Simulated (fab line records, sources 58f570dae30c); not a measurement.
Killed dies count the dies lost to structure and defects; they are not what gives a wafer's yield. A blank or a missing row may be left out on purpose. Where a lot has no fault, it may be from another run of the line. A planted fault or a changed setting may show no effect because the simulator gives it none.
A lot that was struck, set against a sound lot	flow berkeley_cmos170	44 steps out of a route of 331
Sound: these wafers, L462.1, L462.3, L462.5. Wafers L474.1, L474.3, L474.4 were the ones struck. The cause is given at the end.
For every step that has rows: the tool of each side, followed by ch and its chambers, followed by its first start. Under that, the readings that differ: sound wafers	struck wafers	difference of the means	sigmas: that difference in standard deviations of wafers without a fault.
alike: readings whose means differ by less than 2 such deviations, and words and numbers that are the same on both sides. not compared: withheld readings, readings that some wafer has no value for, bounds like >300 that may hide the same value, and numbers for which the record gives no deviation and whose values overlap.
The two part at a step that has a row with sigmas, a row that says differs or no value, or rows on one side only. When numbers do not overlap yet have no deviation, they are printed without sigmas and do not part them. A reading missing from all wafers of one side parts the sides only when that side holds two or more wafers.

UCB170_GATE_STRIP_16: strips in O2.
  sound on plasma_asher-01 ch 0,1, day 6 14:10; struck on plasma_asher-01 ch 0,1, day 9 13:41
  alike: drypump_motor_current_A, oes_product_au
  not compared: rf_hours_counter_h
UCB170_GATE_CD_MEAS_90 targets a cd of 350 nm.
  sound on cd_sem-02 at day 6 14:16; struck on cd_sem-01 at day 9 13:47
reading	sound	struck	difference	sigmas
cd_nm (nm)	351.8 352.4 353.0	348.2 349.2 350.1	-3.2	-2
then, 7 steps without rows for these wafers: UCB170_GATE_CLEAN_17 (cleans in SPM, time 600 s); UCB170_PLDD_HMDS_00 (prime time 60 s); UCB170_PLDD_COAT_01 (resist thk 900 nm); UCB170_PLDD_SOFTBAKE_02 (time 60 s); UCB170_PLDD_EXPOSE_03 (exposes mask PSELECT, target cd 1200 nm); UCB170_PLDD_PEB_04; UCB170_PLDD_DEVELOP_05 (develop time 45 s).
UCB170_PLDD_CD_MEAS_06 targets a cd of 1200 nm.
  sound on cd_sem-01 at day 6 16:05; struck on cd_sem-01 at day 9 16:56
  alike: cd_nm
UCB170_PLDD_OVL_MEAS_07:
  sound on overlay-01 at day 6 16:13; struck on overlay-02 at day 9 17:04
  alike: PLDD_OVL
after that, 1 step had no rows for these wafers: UCB170_PLDD_IMPLANT_08.
UCB170_PLDD_IMPLANT_09:
  sound on implanter-04 ch 0, day 6 16:23; struck on implanter-03 ch 0, day 9 17:15
reading	sound	struck	difference	sigmas
implant_ion_amu	49 49 49	11 11 11	-38	
model.implant.rp_nm (nm)	10.27 10.27 10.27	33.54 33.54 33.54	+23.27	
model.implant.drp_nm (nm)	6.005 6.005 6.005	17.11 17.11 17.11	+11.11	
  alike: tilt_deg
UCB170_PLDD_STRIP_10: strips in O2.
  sound on plasma_asher-03 ch 0,1, day 6 16:32; struck on plasma_asher-04 ch 0,1, day 9 17:24
  alike: drypump_motor_current_A, oes_product_au, strip_time_to_endpoint_s
  not compared: rf_hours_counter_h
UCB170_PLDD_TW_MEAS_11:
  sound on film_metro-01 at day 6 16:38; struck on film_metro-04 at day 9 17:30
reading	sound	struck	difference	sigmas
PLDD_TW	1027 1018 1023	886 884 883	-138	-21
then, 7 steps without rows for these wafers: UCB170_PLDD_CLEAN_12 (cleans in SPM, time 600 s); UCB170_NLDD_HMDS_00 (prime time 60 s); UCB170_NLDD_COAT_01 (resist thk 900 nm); UCB170_NLDD_SOFTBAKE_02 (time 60 s); UCB170_NLDD_EXPOSE_03 (exposes mask NSELECT, target cd 1200 nm); UCB170_NLDD_PEB_04; UCB170_NLDD_DEVELOP_05 (develop time 45 s).
UCB170_NLDD_CD_MEAS_06 targets a cd of 1200 nm.
  sound on cd_sem-02 at day 6 21:02; struck on cd_sem-01 at day 9 18:45
  alike: cd_nm
UCB170_NLDD_OVL_MEAS_07:
  sound on overlay-02 at day 6 21:10; struck on overlay-01 at day 9 18:52
  alike: NLDD_OVL
then, 2 steps without rows for these wafers: UCB170_NLDD_IMPLANT_08; UCB170_NLDD_IMPLANT_09.
UCB170_NLDD_STRIP_10: strips in O2.
  sound on plasma_asher-02 ch 1, day 6 21:30; struck on plasma_asher-03 ch 0,1, day 9 19:13
  alike: drypump_motor_current_A, oes_product_au, strip_time_to_endpoint_s
  not compared: rf_hours_counter_h
UCB170_NLDD_TW_MEAS_11:
  sound on film_metro-01 at day 6 21:36; struck on film_metro-01 at day 9 19:19
  alike: NLDD_TW
then, 1 step without rows for these wafers: UCB170_NLDD_CLEAN_12 (cleans in SPM, time 600 s).
UCB170_SPACER_CVD_00: deposits SiO2 from TEOS/O2, target thk 376 nm, time 47 s.
  sound on pecvd-02 ch 0,1, day 6 21:50; struck on pecvd-03 ch 1,2, day 9 19:32
  alike: heater_power_w, rf_fwd_power_W
UCB170_SPACER_THK_MEAS_01:
  sound on film_metro-03 at day 6 21:53; struck on film_metro-03 at day 9 19:37
  alike: SPACER_TEOS_THK
then, 1 step without rows for these wafers: UCB170_SPACER_ANNEAL_02 (time 1800 s).
UCB170_SPACER_ETCHBACK_03: etches SiO2 in CHF3/CF4/Ar, stops on Si, target depth 376 nm, time 100 s.
  sound on rie_diel-01 ch 0,3, day 7 03:00; struck on rie_diel-01 ch 1,2,3, day 10 00:24
  alike: cf4_flow_sccm, drypump_motor_current_A, oes_product_au, rf_fwd_power_W, throttle_valve_pct
  not compared: rf_hours_counter_h
then, 6 steps without rows for these wafers: UCB170_PSD_HMDS_00 (prime time 60 s); UCB170_PSD_COAT_01 (resist thk 900 nm); UCB170_PSD_SOFTBAKE_02 (time 60 s); UCB170_PSD_EXPOSE_03 (exposes mask PSELECT MOD, target cd 1200 nm); UCB170_PSD_PEB_04; UCB170_PSD_DEVELOP_05 (develop time 45 s).
UCB170_PSD_CD_MEAS_06 targets a cd of 1200 nm.
  sound on cd_sem-01 at day 7 04:34; struck on cd_sem-01 at day 10 02:06
  alike: cd_nm
UCB170_PSD_OVL_MEAS_07:
  sound on overlay-02 at day 7 04:41; struck on overlay-01 at day 10 02:13
  alike: PSD_OVL
after that, 1 step had no rows for these wafers: UCB170_PSD_IMPLANT_08.
UCB170_SDANNEAL_RS_MEAS_04: measurement is done with a four-point probe.
  sound on film_metro-04 at day 7 11:42; struck on film_metro-04 at day 10 06:49
reading	sound	struck	difference	sigmas
PLDD_RS (ohm/sq)	1028.4 1030.7 1032.3	931.1 930.5 928.8	-100.3	-36
UCB170_M3_PROBE_99:
  rows exist in the record for the sound wafers here (prober-01, day 8 09:58), none for the struck ones

== WHERE THEY PART ==
First at UCB170_GATE_CD_MEAS_90; last, within this record, at UCB170_M3_PROBE_99.

WHY: whatever the simulator had introduced
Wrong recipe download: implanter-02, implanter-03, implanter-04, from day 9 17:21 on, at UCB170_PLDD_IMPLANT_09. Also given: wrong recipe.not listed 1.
